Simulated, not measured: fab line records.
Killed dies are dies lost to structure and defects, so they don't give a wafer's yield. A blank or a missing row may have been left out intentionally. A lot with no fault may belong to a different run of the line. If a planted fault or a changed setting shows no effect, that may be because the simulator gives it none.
A struck lot beside a sound one -- flow berkeley cmos170 -- 16 out of 331 route steps
Sound: the wafers L191.1, L191.2, L191.3. Struck: wafer L204.6 (L204.1, L204.3, from the same lot, were not struck and are left out); the cause is given at the end.
Each step with rows lists, per side, the tool, then ch with its chambers, then its first start. Under that, the readings that differ: sound wafers -- struck wafers -- difference of the means -- sigmas: that difference in standard deviations of wafers without a fault.
alike: same words and numbers on both sides, and readings whose means sit less than 2 such deviations apart. not compared: any withheld reading, any reading some wafer has no value for, any bound like >300 that may hide the same value, and any number with overlapping values for which the record gives no deviation.
A row with sigmas, a row that says differs or no value, or rows on one side alone: a step with any of these is where the two part. Non-overlapping numbers with no deviation appear without sigmas and do not part them. A reading missing from all wafers of one side parts the sides only when that side holds two or more wafers.

UCB170_M1_SPUTTER_00: material Al, target thk 600 nm, time 80 s.
  sound on pvd sputter-01 at day 8 18:22; struck on pvd sputter-04 at day 11 11:01
  alike: throttle valve pct
UCB170_M1_RS_MEAS_01: measures by four-point-probe.
  sound on film metro-04 at day 8 18:26; struck on film metro-04 at day 11 11:05
  alike: M1_AL_RS
UCB170_M1_THK_MEAS_02: measures by xrf.
  sound on film metro-04 at day 8 18:33; struck on film metro-04 at day 11 11:12
  alike: M1_AL_THK
then, 6 steps without rows for these wafers: UCB170_M1_COAT_03; UCB170_M1_COAT_04 (resist thk 900 nm); UCB170_M1_SOFTBAKE_05 (time 60 s); UCB170_M1_EXPOSE_06 (exposes mask METAL1, target cd 700 nm); UCB170_M1_PEB_07; UCB170_M1_DEVELOP_08 (develop time 45 s).
UCB170_M1_CD_MEAS_09: target cd 700 nm.
  sound on cd sem-02 at day 8 19:37; struck on cd sem-02 at day 11 13:08
  alike: cd nm
UCB170_M1_OVL_MEAS_10:
  sound on overlay-02 at day 8 19:44; struck on overlay-02 at day 11 13:16
  alike: M1_OVL
UCB170_M1_ETCH_11: etches BARC in N2/H2.
  sound on rie diel-02 ch 1,2,3, day 8 19:47; struck on rie diel-01 ch 2, day 11 13:18
reading,sound,struck,difference,sigmas
throttle valve pct (%),13.18 13.11 13.33,13.52,+0.31,+2
  alike: drypump motor current A, oes product au
UCB170_M1_METAL_ETCH_12: etches Al in Cl2/BCl3, stops on PSG, target depth 780 nm, time 130 s.
  sound on rie metal-03 ch 0,1, day 8 19:49; struck on rie metal-01 ch 0, day 11 13:20
reading,sound,struck,difference,sigmas
oes product au (a.u.),0.849 0.851 0.860,0.833,-0.020,-2
model.KrF_of_M1_COAT_04.thk nm (nm),431.2 429.4 432.5,528.2,+97.2,
model.M1.cd nm (nm),698.5 700.8 699.8,706.4,+6.7,
  alike: drypump motor current A, throttle valve pct
  not compared: rf hours counter h
UCB170_M1_STRIP_13: strips in O2.
  sound on plasma asher-03 ch 0,1, day 8 19:57; struck on plasma asher-04 ch 1, day 11 13:29
reading,sound,struck,difference,sigmas
drypump motor current A (A),5.7 6.5 5.7,4.8,-1.2,-2
  alike: o2 flow sccm, oes product au
  not compared: rf hours counter h
UCB170_M1_CD_MEAS_90: target cd 700 nm.
  sound on cd sem-02 at day 8 20:03; struck on cd sem-02 at day 11 13:35
reading,sound,struck,difference,sigmas
cd nm (nm),698.3 700.8 699.9,706.2,+6.5,+4
then, 1 step without rows for these wafers: UCB170_M1_ANNEAL_14 (time 1200 s).

## WHERE THEY PART
Last at UCB170_M1_CD_MEAS_90 as far as this record goes, first at UCB170_M1_ETCH_11.

WHY: the cause the simulator had injected
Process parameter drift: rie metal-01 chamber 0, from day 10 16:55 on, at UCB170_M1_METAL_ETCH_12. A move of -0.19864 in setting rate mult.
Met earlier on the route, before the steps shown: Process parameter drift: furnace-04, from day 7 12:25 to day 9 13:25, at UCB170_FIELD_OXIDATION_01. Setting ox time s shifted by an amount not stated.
